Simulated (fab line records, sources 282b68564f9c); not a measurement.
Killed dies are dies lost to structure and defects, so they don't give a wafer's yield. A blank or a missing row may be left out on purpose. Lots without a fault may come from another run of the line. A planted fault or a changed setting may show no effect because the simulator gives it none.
A struck lot beside a sound one | flow rit_cmos | 15 steps out of a route of 202
Sound: wafers L552.2, L552.3, L552.4. Struck: wafer L560.2. (L560.1, L560.5 of the same lot were not struck and are left out.) The cause comes at the end.
At each step with rows: each side's tool, then ch and its chambers, then its first start. Under that, the readings that differ: sound wafers | struck wafers | difference of the means | sigmas: that difference in standard deviations of wafers without a fault.
alike: readings whose means differ by less than 2 such deviations, and words and numbers that are the same on both sides. not compared: withheld readings, readings that some wafer has no value for, bounds like >300 that may hide the same value, and numbers for which the record gives no deviation and whose values overlap.
The two part at a step that has a row with sigmas, a row that says differs or no value, or rows on one side only. Numbers that don't overlap but have no deviation are shown without sigmas and don't part them. A reading that every wafer of one side lacks parts them only if that side has two wafers or more.

first, 1 step without rows for these wafers: RIT_ACTIVE_OXIDATION_01 (target thk 46.8 nm, ox time 3360 s).
RIT_ACTIVE_THK_MEAS_02:
  sound on film_metro-02, day 2 07:44; struck on film_metro-02, day 3 20:10
  alike: ACTIVE_OXIDE_THK
then, 1 step without rows for these wafers: RIT_ACTIVE_CVD_03 (deposits Si3N4 from SiH2Cl2/NH3, target thk 150 nm, time 1500 s).
RIT_ACTIVE_THK_MEAS_04:
  sound on film_metro-02, day 2 09:13; struck on film_metro-03, day 3 21:39
  reading                 | sound             | struck | difference | sigmas
  ACTIVE_NITRIDE_THK (nm) | 151.3 150.5 150.8 | 147.4  | -3.5       | -3
then, 6 steps without rows for these wafers: RIT_ACTIVE_HMDS_05 (prime time 60 s); RIT_ACTIVE_COAT_06 (resist thk 1000 nm); RIT_ACTIVE_SOFTBAKE_07 (time 60 s); RIT_ACTIVE_EXPOSE_08 (exposes mask M1, target cd 1400 nm); RIT_ACTIVE_PEB_09; RIT_ACTIVE_DEVELOP_10 (develop time 50 s).
RIT_ACTIVE_CD_MEAS_11: target cd 1400 nm.
  sound on cd_sem-02, day 2 10:16; struck on cd_sem-01, day 3 22:44
  alike: cd_nm
then, 1 step without rows for these wafers: RIT_ACTIVE_HARDBAKE_12 (time 60 s).
RIT_ACTIVE_ETCH_13: etches Si3N4 in SF6, stops on SiO2, time 210 s, target depth 210 nm.
  sound on rie_diel-01 ch 1,2, day 2 10:31; struck on rie_diel-04 ch 1, day 3 23:00
  reading                                     | sound                | struck | difference | sigmas
  chamber_pressure_mTorr (mTorr)              | 260.26 259.90 260.14 | 130.36 | -129.74    | -99 or more
  model.NOVOLAK_of_ACTIVE_COAT_06.thk_nm (nm) | 654.9 653.6 657.5    | 662.6  | +7.3       |
  alike: drypump_motor_current_A, oes_product_au, throttle_valve_pct
  not compared: rf_hours_counter_h
RIT_ACTIVE_STRIP_14: strips in O2, time 180 s.
  sound on plasma_asher-04 ch 0,1, day 2 10:38; struck on plasma_asher-03 ch 1, day 3 23:08
  reading                     | sound       | struck | difference | sigmas
  drypump_motor_current_A (A) | 6.7 6.7 6.4 | 5.5    | -1.1       | -2
  not compared: rf_hours_counter_h
RIT_M1_PROBE_99:
  sound on prober-02, day 4 19:15; struck on prober-02, day 5 22:52
  alike: killed_at_contacts, killed_at_front_end, killed_dies, killed_open, killed_short

WHERE THEY PART
First at RIT_ACTIVE_THK_MEAS_04; last, within this record, at RIT_ACTIVE_STRIP_14. Later steps at which nothing parts them and some readings are alike: RIT_M1_PROBE_99.

WHY: what the simulator had put in
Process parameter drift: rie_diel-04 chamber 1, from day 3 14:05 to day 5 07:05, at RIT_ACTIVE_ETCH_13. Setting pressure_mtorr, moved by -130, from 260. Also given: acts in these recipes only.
